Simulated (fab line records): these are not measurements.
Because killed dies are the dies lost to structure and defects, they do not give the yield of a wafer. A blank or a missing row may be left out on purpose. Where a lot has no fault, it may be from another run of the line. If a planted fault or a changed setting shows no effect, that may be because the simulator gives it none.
Split-lot experiment | flow rit cmos | route with 202 steps; 5 lots, 23 wafers read

## THE SPLIT ITSELF
At RIT_NSD_COAT_01 (resist thk 1000 nm), the setting spin rpm was moved away from the recipe's 3250 rpm on 8 of the 23 wafers read, by -2.4% to +6.9%. The other wafers ran this setting at the recipe's value.

The reading is taken at the split's own step.

## THE READING
NOVOLAK_of_NSD_COAT_01.thk nm (the simulator's own value, which no gauge read), in nm, at RIT_NSD_COAT_01 (resist thk 1000 nm). No usual value for it is given in the file. The 15 wafers here that ran the recipe average 1000.7 nm, standard deviation 2.1 nm.

wafer  | tool, chamber at the split | spin rpm as run, rpm | against the recipe | NOVOLAK_of_NSD_COAT_01.thk nm, nm | against lot-mates on the recipe
L074.1 | litho track-01, 0          | 3250                 | recipe             | 999.3                             | -
L074.4 | litho track-01, 0          | 3250                 | recipe             | 999.3                             | -
L074.2 | litho track-01, 0          | 3250                 | recipe             | 999.5                             | -
L074.5 | litho track-01, 0          | 3250                 | recipe             | 1002                              | -
L074.6 | litho track-01, 0          | 3250                 | recipe             | 1002                              | -
L078.1 | litho track-02, 0          | 3172                 | -2.4%              | 1011                              | +12.0
L078.6 | litho track-02, 0          | 3172                 | -2.4%              | 1011                              | +12.0
L078.2 | litho track-02, 0          | 3172                 | -2.4%              | 1009                              | +10.0
L078.3 | litho track-02, 0          | 3250                 | recipe             | 998.7                             | -
L078.5 | litho track-02, 0          | 3250                 | recipe             | 999.2                             | -
L080.1 | litho track-01, 0          | 3473                 | +6.9%              | 970                               | -34.0
L080.2 | litho track-01, 0          | 3473                 | +6.9%              | 971                               | -33.0
L080.5 | litho track-01, 0          | 3473                 | +6.9%              | 971                               | -33.0
L080.3 | litho track-01, 0          | 3250                 | recipe             | 1005                              | -
L080.6 | litho track-01, 0          | 3250                 | recipe             | 1003                              | -
L081.3 | litho track-01, 0          | 3250                 | recipe             | 999.6                             | -
L081.4 | litho track-01, 0          | 3250                 | recipe             | 999.4                             | -
L081.6 | litho track-01, 0          | 3250                 | recipe             | 996.8                             | -
L083.1 | litho track-02, 0          | 3182                 | -2.1%              | 1012                              | +9.7
L083.2 | litho track-02, 0          | 3250                 | recipe             | 1003                              | -
L083.3 | litho track-02, 0          | 3182                 | -2.1%              | 1013                              | +10.7
L083.5 | litho track-02, 0          | 3250                 | recipe             | 1002                              | -
L083.6 | litho track-02, 0          | 3250                 | recipe             | 1002                              | -

FIT RESULTS
A straight line over all 23 wafers: NOVOLAK_of_NSD_COAT_01.thk nm changes by -4.41 nm for each +1% of spin rpm; r = -0.99; the points scatter about the line by 2 nm.
The same after taking each lot's own level away (the mean of its wafers on the recipe; 23 wafers): -4.84 nm for each +1%; r = -1.00; scatter 0.98 nm.
That fit puts the effect of the largest move of spin rpm on the reading at 33 nm.
Across the lots, their own levels run from 998.60 to 1004.00 nm, a range of 2.6 times the standard deviation given above.
So the lot-to-lot level changes the slope little: the two slopes agree.
Check: with one of the wafers moved furthest among these (+6.9%) left out of the fit, the line predicts -33 nm for it against its lot-mates. It came out at -34 nm against them.

## FURTHER SPLITS ON THESE WAFERS
Other splits were also applied to these wafers ahead of the reading. Each is held against what the fit with the lots' levels taken away leaves over:
other split on the same wafers   | wafers away from the commonest value | r with NOVOLAK_of_NSD_COAT_01.thk nm (lot level and that fit taken away)
RIT_ACTIVE_CVD_03 temp c         | 15                                   | +0.05
RIT_ACTIVE_DEVELOP_10 dev temp c | 12                                   | +0.18
RIT_PWELL_COAT_01 spin rpm       | 9                                    | -0.29
RIT_NRETRO_IMPLANT_08 dose cm2   | 5                                    | +0.06
RIT_GATE_CVD_08 temp c           | 18                                   | -0.02
RIT_REOX_CLEAN_00 temp c         | 10                                   | -0.05
RIT_PLDD_COAT_01 spin rpm        | 10                                   | +0.00
RIT_PLDD_SOFTBAKE_02 temp c      | 11                                   | +0.13

## FILE'S OWN FIT
NOVOLAK_of_NSD_COAT_01.thk nm changes by -4.86 nm for each +1% of spin rpm, r = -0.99.
